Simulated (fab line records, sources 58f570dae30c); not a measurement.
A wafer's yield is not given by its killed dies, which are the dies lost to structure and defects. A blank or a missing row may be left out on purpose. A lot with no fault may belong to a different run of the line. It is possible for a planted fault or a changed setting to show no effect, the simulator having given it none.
Chamber matching ; flow berkeley-cmos170 ; UCB170_M1_ETCH_11 on rie-diel-03 has 4 sister chambers
The step etches BARC in N2/H2. 4 wafers are shown with their chamber, then 8 later ones without.

== WAFERS WITH THEIR CHAMBER ==
wafer;chamber;throttle-valve-pct (%)
L356.5;0;13.25
L361.1;1;13.42
L361.2;2;13.08
L364.1;3;13.60

== WAFERS WHOSE CHAMBER IS MISSING ==
wafer;throttle-valve-pct (%)
L364.3;13.23
L364.6;13.42
L363.1;13.25
L363.3;13.60
L363.4;13.41
L367.1;13.58
L367.4;13.08
L367.6;13.60

== THE CHAMBER EACH PASSED THROUGH ==
wafer;from the rows above;in truth
L364.3;0;0
L364.6;1;1
L363.1;0;0
L363.3;3;3
L363.4;1;1
L367.1;3;3
L367.4;2;2
L367.6;3;3
Correct placement for 8 of the 8. Not placeable from these rows: 0. 0 placed wrongly.
How it was worked out, from the rows above alone: a wafer's distance from a chamber is the root of the sum, over the readings, of the square of ((its reading less the chamber's mean) divided by the reading's scatter). If the next closest chamber is less than 2 further off than the closest, the wafer can't be placed; otherwise it belongs to the closest. A chamber's mean is the mean of its shown wafers. The scatter: with one shown wafer a chamber, the root of the mean of the squares of how far each hidden wafer lies from its nearest shown one.
